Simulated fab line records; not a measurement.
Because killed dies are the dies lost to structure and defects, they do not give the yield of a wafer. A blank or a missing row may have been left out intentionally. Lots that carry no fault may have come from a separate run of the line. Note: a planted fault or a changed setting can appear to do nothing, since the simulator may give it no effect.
Matching of chambers | flow berkeley cmos170 | UCB170_V1_CMP_02 on cmp-01: 4 sister chambers
The step polishes SiO2. 7 wafers are shown with their chamber, then 7 later ones without.

## EACH WAFER AND ITS CHAMBER
wafer  | chamber | motor current A (A)
L181.2 | 0       | 17.1
L181.5 | 3       | 17.4
L184.2 | 1       | 12.6
L184.5 | 3       | 16.3
L184.6 | 2       | 13.9
L189.2 | 1       | 12.3
L189.4 | 2       | 14.6

## WAFERS WITHOUT THEIR CHAMBER
wafer  | motor current A (A)
L189.6 | 12.1
L194.1 | 12.5
L194.4 | 14.1
L194.6 | 16.7
L198.2 | 16.8
L198.3 | 12.6
L198.6 | 12.4

## EACH ONE'S CHAMBER
wafer  | from the rows above     | in truth
L189.6 | 1                       | 1
L194.1 | 1                       | 1
L194.4 | 2                       | 2
L194.6 | can't be placed: 3 or 0 | 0
L198.2 | can't be placed: 3 or 0 | 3
L198.3 | 1                       | 1
L198.6 | 1                       | 1
Correctly placed: 5 of 7. Not placeable from these rows: 2 (in 2, the candidates include the true chamber). 0 placed wrongly.
How it was worked out, from the rows above alone: a wafer's distance from a chamber is the root of the sum, over the readings, of the square of ((its reading less the chamber's mean) divided by the reading's scatter). The wafer belongs to the nearest chamber; if the next one is less than 2 further off, it can't be placed. The mean given for a chamber averages the wafers shown for that chamber. How the scatter is found: for the shown wafers, subtract from each reading the mean of its chamber, square and add these, divide the total by (wafers less chambers), then take the root.
